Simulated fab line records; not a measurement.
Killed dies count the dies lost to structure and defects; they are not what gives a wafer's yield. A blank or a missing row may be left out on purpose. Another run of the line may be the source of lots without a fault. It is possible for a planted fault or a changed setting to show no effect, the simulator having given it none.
Chamber matching / flow berkeleyCmos170 / UCB170_GATE_ETCH_15 on rieSi-02 has 4 sister chambers
The step etches poly-Si in HBr/Cl2, stops on SiO2, time 56.3 s, target depth 278.2 nm. 4 wafers are shown with their chamber, then 7 later ones without.

== WAFERS WITH THEIR CHAMBER ==
wafer=L196.2; chamber=2; throttleValvePct (%)=26.36
wafer=L196.6; chamber=1; throttleValvePct (%)=26.72
wafer=L199.3; chamber=0; throttleValvePct (%)=26.64
wafer=L199.5; chamber=3; throttleValvePct (%)=26.33

== WAFERS WHOSE CHAMBER IS MISSING ==
wafer=L199.6; throttleValvePct (%)=26.65
wafer=L201.1; throttleValvePct (%)=26.32
wafer=L201.4; throttleValvePct (%)=26.35
wafer=L201.5; throttleValvePct (%)=26.32
wafer=L203.1; throttleValvePct (%)=26.70
wafer=L203.2; throttleValvePct (%)=26.30
wafer=L203.6; throttleValvePct (%)=26.70

== CHAMBER TAKEN BY EACH ==
wafer=L199.6; from the rows above=0; in truth=0
wafer=L201.1; from the rows above=can't be placed: 3 or 2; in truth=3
wafer=L201.4; from the rows above=can't be placed: 2 or 3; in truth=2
wafer=L201.5; from the rows above=can't be placed: 3 or 2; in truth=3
wafer=L203.1; from the rows above=1; in truth=1
wafer=L203.2; from the rows above=can't be placed: 3 or 2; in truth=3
wafer=L203.6; from the rows above=1; in truth=1
3 of 7 placed correctly. From these rows, 4 cannot be placed; in 4 the true chamber is one of the candidates. Placed wrongly: 0.
How it was worked out, from the rows above alone: a wafer's distance from a chamber is the root of the sum, over the readings, of the square of ((its reading less the chamber's mean) divided by the reading's scatter). If the next closest chamber is less than 2 further off than the closest, the wafer can't be placed; otherwise it belongs to the closest. Each chamber's mean is taken over the wafers shown for it. The scatter (one wafer shown for each chamber): square how far every hidden wafer sits from the nearest shown wafer, average those squares and take the square root.
